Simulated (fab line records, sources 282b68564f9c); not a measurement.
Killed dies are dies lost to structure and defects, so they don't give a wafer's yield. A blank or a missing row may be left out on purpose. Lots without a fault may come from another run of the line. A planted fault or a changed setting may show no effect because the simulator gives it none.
A struck lot beside a sound one | flow rit_cmos | 14 steps out of a route of 202
Sound: wafers L477.3, L477.4, L477.6. Struck: wafers L485.1, L485.4, L485.5. The cause comes at the end.
At each step with rows: each side's tool, then ch and its chambers, then its first start. Under that, the readings that differ: sound wafers | struck wafers | difference of the means | sigmas: that difference in standard deviations of wafers without a fault.
alike: readings whose means differ by less than 2 such deviations, and words and numbers that are the same on both sides. not compared: withheld readings, readings that some wafer has no value for, bounds like >300 that may hide the same value, and numbers for which the record gives no deviation and whose values overlap.
The two part at a step that has a row with sigmas, a row that says differs or no value, or rows on one side only. Numbers that don't overlap but have no deviation are shown without sigmas and don't part them. A reading that every wafer of one side lacks parts them only if that side has two wafers or more.

first, 2 steps without rows for these wafers: RIT_PSD_HARDBAKE_07 (time 60 s); RIT_PSD_IMPLANT_08.
RIT_PSD_STRIP_09: strips in O2, time 180 s.
  sound on plasma_asher-04 ch 0,1, day 4 16:07; struck on plasma_asher-02 ch 1, day 6 10:02
  alike: drypump_motor_current_A, o2_flow_sccm
  not compared: rf_hours_counter_h
RIT_PSD_TW_MEAS_10:
  sound on film_metro-03, day 4 16:15; struck on film_metro-02, day 6 10:12
  alike: PSD_TW
then, 3 steps without rows for these wafers: RIT_SDANNEAL_CLEAN_00 (cleans in SC1, time 600 s); RIT_SDANNEAL_CLEAN_01 (cleans in dHF, time 30 s); RIT_SDANNEAL_CLEAN_02 (cleans in SC2, time 600 s).
RIT_SDANNEAL_RTA_03: time 5 s.
  sound on rtp_anneal-01 ch 0, day 4 16:41; struck on rtp_anneal-01 ch 0, day 6 10:38
  alike: anneal_temp_c_max, wafer_temp_C_max
RIT_SDANNEAL_RS_MEAS_04: measures by four-point-probe.
  sound on film_metro-02, day 4 16:46; struck on film_metro-01, day 6 10:41
  alike: PSD_RS
RIT_SDANNEAL_RS_MEAS_05: measures by four-point-probe.
  sound on film_metro-02, day 4 16:53; struck on film_metro-01, day 6 10:49
  reading         | sound          | struck         | difference | sigmas
  NSD_RS (ohm/sq) | 84.1 84.3 84.3 | 85.1 84.9 85.0 | +0.8       | +2
RIT_SDANNEAL_RS_MEAS_06: measures by four-point-probe.
  sound on film_metro-02, day 4 17:00; struck on film_metro-01, day 6 10:56
  alike: PLDD_RS
RIT_SDANNEAL_RS_MEAS_07: measures by four-point-probe.
  sound on film_metro-02, day 4 17:07; struck on film_metro-01, day 6 11:03
  alike: NLDD_RS
RIT_SILICIDE_WET_ETCH_00: etches SiO2 in BOE, target depth 14 nm, time 14.28 s.
  sound on wet_bench-03 ch 3, day 4 17:12; struck on wet_bench-03 ch 1, day 6 11:10
  no value came back on the struck wafers for bath_heat_duty_pct (%), temp_c (C), time_s (s); on the sound wafers bath_heat_duty_pct (%) reads 1.6 2.0 2.6
  reading                                     | sound           | struck            | difference | sigmas
  model.SiO2_of_FOX2_OXIDATION_00.thk_nm (nm) | 154.9 162.2 160 | 167.1 164.6 170.7 | +8.4       |
RIT_SILICIDE_SPUTTER_01: material Ti, target thk 30 nm, time 240 s.
  sound on pvd_sputter-01, day 4 17:13; struck on pvd_sputter-02, day 6 11:11
  alike: throttle_valve_pct

WHERE THEY PART
First at RIT_SDANNEAL_RS_MEAS_05; last, within this record, at RIT_SILICIDE_WET_ETCH_00. Later steps at which nothing parts them and some readings are alike: RIT_SILICIDE_SPUTTER_01.

WHY: what the simulator had put in
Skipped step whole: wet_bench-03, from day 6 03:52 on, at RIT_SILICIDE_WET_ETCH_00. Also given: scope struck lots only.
